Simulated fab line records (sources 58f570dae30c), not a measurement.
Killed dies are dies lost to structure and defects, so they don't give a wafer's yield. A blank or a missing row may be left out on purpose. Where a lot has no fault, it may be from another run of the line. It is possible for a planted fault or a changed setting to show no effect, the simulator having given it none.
fab line records | flow berkeley_cmos170
[record] lots = 15 | wafers = 45 | last_day = 12
route steps=331 shown V1@256
lots untouched by any fault: they come from a run of this same line in which no faults occurred
start_h: hours from the record's first day to the start of the lot's first wafer shown | wait_h: time in hours since the lot's previous step | " repeats the value in the row above | L1.1+2: one row covering several wafers at once | - no value present, or no start provided | * or withheld: withheld | < > ~ a bound
route shown NAME@n: NAME is a module with steps in the file, n the number in the route of the first one | usual: the fault-free wafers' mean and standard deviation | same: alike in all rows | chamber/n: place in a boat | sites: per-site readings | _std_site: how widely they spread, as a standard deviation | _edge_site: outer sites' mean less inner sites' | radius_mm: how far each site lies from the wafer's centre | mask NAME#n: copy n | behind: the most recent tool/chamber to have shaped the wafer | hold: what put the lot on hold/how long, in hours/how the hold closed | device: transistor that didn't switch, given as n, p or np | end of line: tests run on the same wafers once the route is complete | for a step that has no rows: nothing shown but its recipe | killed: dies that structure and defects cost at the first sort, which is not the same as the wafer's yield | map: dies across one wafer; x = killed, . = not, _ = none there
set.NAME: the setting as run; set.NAME@STEP: as run at that earlier step | model.NAME: the simulator's own value behind a step, which no gauge read
route steps across a sampled set of lots; one table per step, one row per wafer
services: the hour from which a tool's chamber was out of use, counted from the record's first day as start_h (under 0 if before that day), plus the number of hours and why
[[steps]]
[step UCB170_V1_CMP_02]
[recipe] material = SiO2 | down_force_psi = 6 | platen_rpm = 60 | pad_velocity_m_s = 0.75398
[usual] edge_zone_pressure_frac = 1.000/0.0046 | motor_current_A = 16.3/1.6 | platen_rpm = 60.00/0.039 | retaining_ring_pressure_frac = 1.000/0.0047
lot.wafer | tool   | chamber | start_h | wait_h | edge_zone_pressure_frac | motor_current_A | platen_rpm | retaining_ring_pressure_frac
L492.1    | cmp-01 | 2       | 177.61  | 0.1    | 1.000                   | 16.5            | 60.00      | 1.000
L492.2    | "      | 0       | "       | "      | 1.003                   | 14.2            | 59.98      | 0.992
L492.4    | "      | 1       | "       | "      | 0.999                   | 17.5            | 60.00      | 0.998
L493.2    | cmp-02 | 0       | 177.61  | 0.0    | 0.995                   | 14.6            | 60.00      | 0.995
L493.4    | "      | 1       | "       | "      | 1.005                   | 17.8            | 59.92      | 0.992
L493.5    | "      | 1       | "       | "      | 1.001                   | 18.4            | 60.01      | 0.988
L495.1    | cmp-01 | 3       | 192.17  | 0.1    | 1.008                   | 16.3            | 60.02      | 1.004
L495.3    | "      | 0       | "       | "      | 1.004                   | 14.8            | 59.99      | 1.003
L495.5    | "      | 1       | "       | "      | 0.999                   | 17.7            | 59.95      | 0.988
L497.3    | cmp-02 | 1       | 193.96  | 0.1    | 0.998                   | 17.3            | 60.04      | 0.998
L497.6    | "      | 3       | "       | "      | 0.999                   | 16.4            | 60.09      | 0.990
L497.5    | "      | 0       | "       | "      | 0.995                   | 14.8            | 60.05      | 1.005
L496.4    | cmp-01 | 3       | 195.19  | 0.0    | 1.001                   | 16.5            | 59.95      | 0.992
L496.3    | "      | 0       | "       | "      | 0.995                   | 15.5            | 60.01      | 0.997
L496.6    | "      | 3       | "       | "      | 0.998                   | 15.4            | 59.98      | 0.986
L500.2    | cmp-01 | 3       | 216.70  | 0.3    | 1.005                   | 15.8            | 59.99      | 0.999
L500.1    | "      | 0       | "       | "      | 0.999                   | 14.9            | 60.02      | 1.000
L500.5    | "      | 3       | "       | "      | 1.001                   | 15.0            | 60.02      | 0.996
L505.4    | cmp-02 | 2       | 237.30  | 0.1    | 1.006                   | 13.0            | 60.03      | 1.005
L505.6    | "      | 0       | "       | "      | 0.994                   | 15.0            | 59.99      | 1.003
L505.5    | "      | 1       | "       | "      | 1.004                   | 17.8            | 59.98      | 1.009
L504.3    | cmp-01 | 3       | 238.63  | 0.1    | 0.999                   | 15.9            | 59.96      | 1.006
L504.4    | "      | 0       | "       | "      | 0.995                   | 14.6            | 59.98      | 1.000
L504.5    | "      | 1       | "       | "      | 1.006                   | 18.4            | 60.00      | 0.998
L503.3    | cmp-02 | 2       | 239.96  | 0.1    | 1.006                   | 12.8            | 60.03      | 1.006
L503.1    | "      | 0       | "       | "      | 1.008                   | 14.9            | 59.95      | 0.992
L503.6    | "      | 2       | "       | "      | 1.012                   | 12.8            | 59.95      | 1.000
L506.1    | cmp-02 | 3       | 249.80  | 0.1    | 1.005                   | 17.1            | 59.93      | 1.003
L506.2    | "      | 0       | "       | "      | 0.999                   | 15.9            | 60.03      | 1.004
L506.6    | "      | 3       | "       | "      | 0.996                   | 17.0            | 59.97      | 1.004
L507.4    | cmp-02 | 0       | 263.78  | 0.0    | 1.040                   | 16.0            | 60.01      | 1.002
L507.3    | "      | 2       | "       | "      | 1.047                   | 13.0            | 59.94      | 0.996
L507.1    | "      | 3       | "       | "      | 1.039                   | 17.4            | 60.02      | 1.004
L508.3    | cmp-01 | 3       | 265.15  | 0.1    | 1.006                   | 16.0            | 59.98      | 1.005
L508.4    | "      | 0       | "       | "      | 0.993                   | 14.2            | 60.02      | 1.003
L508.5    | "      | 1       | "       | "      | 1.000                   | 18.4            | 60.10      | 1.004
L510.2    | cmp-02 | 1       | 270.49  | 0.1    | 1.036                   | 18.4            | 59.96      | 1.000
L510.4    | "      | 3       | "       | "      | 1.035                   | 16.8            | 59.98      | 1.004
L510.6    | "      | 1       | "       | "      | 1.040                   | 18.8            | 60.01      | 1.000
L509.2    | cmp-01 | 1       | 271.83  | 0.1    | 0.996                   | 17.7            | 60.02      | 1.005
L509.3    | "      | 2       | "       | "      | 1.002                   | 17.7            | 60.00      | 1.002
L509.5    | "      | 1       | "       | "      | 0.996                   | 16.7            | 59.99      | 1.002
L511.4    | cmp-02 | 1       | 271.86  | 0.0    | 1.042                   | 17.9            | 60.00      | 0.999
L511.2    | "      | 3       | "       | "      | 1.046                   | 17.6            | 60.01      | 1.003
L511.6    | "      | 2       | "       | "      | 1.044                   | 12.5            | 59.91      | 1.003
[[services]]
tool   | chamber | start_h | hours | kind
cmp-01 | -       | 178.59  | 3.8   | pm
cmp-01 | -       | 183.01  | 3.9   | repair
cmp-02 | -       | 198.35  | 27.4  | repair
cmp-01 | -       | 231.12  | 0.6   | repair
cmp-02 | -       | 232.00  | 4.0   | pm
cmp-02 | -       | 236.00  | -     | consumable_replace:conditioner
cmp-02 | -       | 236.00  | -     | consumable_replace:pad
cmp-01 | -       | 262.91  | 1.1   | repair
[[key]]
[first_sign] step = UCB170_V1_CMP_02 | reading = edge_zone_pressure_frac | direction = up | sigmas = 8.8 | usual = 1.000 | struck = 1.041
effect none on later readings
met_at UCB170_V1_CMP_02
struck_lots L507,L510,L511
sort_left_out L511.2,L511.4,L511.6
onset_between 249.80 263.78
[fault] kind = process_parameter_drift | tool = cmp-02 | chamber = - | onset_h = 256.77 | steps = UCB170_V1_CMP_02 | channel = edge_zone_pressure_frac | offset = 0.043164 | shape = step | end_h = 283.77
// sort_left_out: the simulated sort isn't trusted on such a fault, so these wafers' sort isn't shown, and their yield isn't known
